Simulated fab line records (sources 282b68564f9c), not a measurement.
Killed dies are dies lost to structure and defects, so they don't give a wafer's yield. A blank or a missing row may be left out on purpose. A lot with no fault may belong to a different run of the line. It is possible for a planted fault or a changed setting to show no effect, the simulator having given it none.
The tool behind it: which one? -- flow rit-cmos -- 14 lots with 42 wafers sampled at 2 steps, on a route of 202 steps

== WHAT EACH GAUGE READ, for each wafer ==
RIT_ACTIVE_THK_MEAS_04. Usual: ACTIVE_NITRIDE_THK 149.7 nm, standard deviation 1.6.
lot,measured,on,ACTIVE_NITRIDE_THK (nm),flag
L616,day 1 13:32,film-metro-01,150.0 150.0 149.9,
L617,day 1 18:32,film-metro-02,147.2 145.6 146.5,
L618,day 1 23:33,film-metro-03,148.1 148.4 147.9,
L619,day 2 04:32,film-metro-03,150.5 151.0 149.5,
L620,day 2 09:32,film-metro-01,148.8 149.1 148.2,
L621,day 2 15:30,film-metro-02,152.3 150.7 151.9,
L627,day 3 21:43,film-metro-01,149.2 149.3 147.7,
L628,day 4 03:04,film-metro-01,171.9 170.4 172.8 171.8 170.5 172.7,OFF
L630,day 4 12:22,film-metro-03,175.4 174.7 175.3 175.3 174.6 175.3,OFF
L631,day 4 17:05,film-metro-03,173.3 173.2 172.5 173.5 173.1 172.4,OFF
L632,day 4 21:32,film-metro-02,148.5 149.7 149.2,
L633,day 5 02:33,film-metro-03,148.4 149.5 148.1,
L634,day 5 08:19,film-metro-01,147.8 147.4 148.5,
L636,day 5 17:34,film-metro-03,150.1 149.2 148.9,

== WHAT TOOL EACH LOT RAN ON (gives the tool, then ch and the chambers of the sampled wafers, and finally the start) ==
lot,RIT_ACTIVE_CVD_03
L616,"lpcvd-02 ch 0, day 1 12:07"
L617,"lpcvd-01 ch 0, day 1 17:07"
L618,"lpcvd-02 ch 1, day 1 22:07"
L619,"lpcvd-02 ch 1, day 2 03:07"
L620,"lpcvd-01 ch 1, day 2 08:07"
L621,"lpcvd-02 ch 0, day 2 14:05"
L627,"lpcvd-01 ch 1, day 3 20:17"
L628,"lpcvd-01 ch 1, day 4 00:56"
L630,"lpcvd-01 ch 0, day 4 10:58"
L631,"lpcvd-01 ch 0, day 4 15:40"
L632,"lpcvd-02 ch 1, day 4 20:07"
L633,"lpcvd-02 ch 1, day 5 01:07"
L634,"lpcvd-02 ch 1, day 5 06:53"
L636,"lpcvd-02 ch 0, day 5 16:09"
- RIT_ACTIVE_CVD_03: deposits Si3N4 from SiH2Cl2/NH3, target thk 150 nm, time 1500 s.

== WHAT THE TOOLS THEMSELVES READ (means of the sampled wafers that have a number; where no wafer has one, the mark that the record gives instead) ==
RIT_ACTIVE_CVD_03. Usual: nh3-flow-sccm at 149.9 sccm, with a standard deviation of 0.41.
lot,tool,nh3-flow-sccm (sccm),flag
L616,lpcvd-02,150.1,
L617,lpcvd-01,150.1,
L618,lpcvd-02,149.9,
L619,lpcvd-02,150.0,
L620,lpcvd-01,149.5,
L621,lpcvd-02,149.8,
L627,lpcvd-01,150.0,
L628,lpcvd-01,180.8,OFF
L630,lpcvd-01,180.1,OFF
L631,lpcvd-01,179.7,OFF
L632,lpcvd-02,149.9,
L633,lpcvd-02,149.3,
L634,lpcvd-02,149.9,
L636,lpcvd-02,149.7,

== THE ANSWER, worked out from the rows above alone ==
Rule: take the mean of a lot's wafers that have a number; if it is more than 3 standard deviations from the usual mean, the lot is off. Also off: a lot with no number at a reading for which 4 or more lots have one. All remaining lots with rows at the step are treated as sound. The gauges are gone through in route order, then the tools' own readings, and for those a lot's mean is taken as printed above. The first step at which some lot is off is used, and at that step the reading that is off furthest; a lot without a number counts as furthest.
Off: L628, L630, L631, at RIT_ACTIVE_THK_MEAS_04 (ACTIVE_NITRIDE_THK).
A tool fits if, at a process step before that reading, it ran every lot that is off, and no sound lot after the first of them. The gauges at RIT_ACTIVE_THK_MEAS_04 aren't tried: what is off there is off at RIT_ACTIVE_CVD_03 too, on other tools, and a gauge's error can't cause that. One candidate fits, namely lpcvd-01 at RIT_ACTIVE_CVD_03. Its last sound lot is L627 (day 3 20:17), its first lot that is off L628 (day 4 00:56): a fault that began between those two fits.
The tool's own readings at RIT_ACTIVE_CVD_03 bear it out: on the lots that are off they differ by more than 5 times the standard deviation of the sound lots' means. nh3-flow-sccm reads 180.2 sccm there against 149.8 sccm on the sound lots.

== WHAT HAD BEEN PUT IN BY THE SIMULATOR ==
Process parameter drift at RIT_ACTIVE_CVD_03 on lpcvd-01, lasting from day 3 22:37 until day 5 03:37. A move of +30 in setting nh3-flow-sccm, from 150. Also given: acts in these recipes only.
Lots struck among those shown: L628, L630, L631. Same finding as the rule above.
